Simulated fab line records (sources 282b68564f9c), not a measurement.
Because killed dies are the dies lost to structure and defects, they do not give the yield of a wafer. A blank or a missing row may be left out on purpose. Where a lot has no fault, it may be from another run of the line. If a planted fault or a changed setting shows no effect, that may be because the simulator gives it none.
Chamber matching | flow ritCmos | 3 sister chambers for RIT_FOX1_WET_ETCH_02 on wetBench-04
The step etches SiO2 in BOE, target depth 350 nm, time 390 s. 6 wafers are shown with their chamber, then 8 later ones without.

== EACH WAFER AND ITS CHAMBER ==
wafer  | chamber | tempC (C)
L083.2 | 2       | 21.65
L083.4 | 2       | 21.49
L086.6 | 3       | 21.52
L090.2 | 0       | 21.71
L090.3 | 0       | 21.47
L092.1 | 3       | 21.55

== WAFERS WITHOUT THEIR CHAMBER ==
wafer  | tempC (C)
L092.5 | 21.50
L092.6 | 21.48
L094.1 | 21.41
L094.2 | 21.38
L094.3 | 21.41
L096.2 | 21.46
L096.5 | 21.45
L096.6 | 21.55

== WHICH CHAMBER EACH ONE RAN IN ==
wafer  | from the rows above          | in truth
L092.5 | can't be placed: 3 or 2 or 0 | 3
L092.6 | can't be placed: 3 or 2 or 0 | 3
L094.1 | can't be placed: 3 or 2 or 0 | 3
L094.2 | can't be placed: 3 or 2 or 0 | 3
L094.3 | can't be placed: 3 or 2 or 0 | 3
L096.2 | can't be placed: 3 or 2 or 0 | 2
L096.5 | can't be placed: 3 or 2 or 0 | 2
L096.6 | can't be placed: 3 or 2 or 0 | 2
Placed correctly: 0 of 8. From these rows, 8 cannot be placed; in 8 the true chamber is one of the candidates. Number placed wrongly: 0.
How it was worked out, from the rows above alone: a wafer's distance from a chamber is the root of the sum, over the readings, of the square of ((its reading less the chamber's mean) divided by the reading's scatter). The wafer belongs to the nearest chamber; if the next one is less than 2 further off, it can't be placed. For every chamber, the mean is computed from those of its wafers that are shown. The scatter: the root of (the sum of the squares of (reading less its chamber's mean) over the shown wafers, divided by (wafers less chambers)).
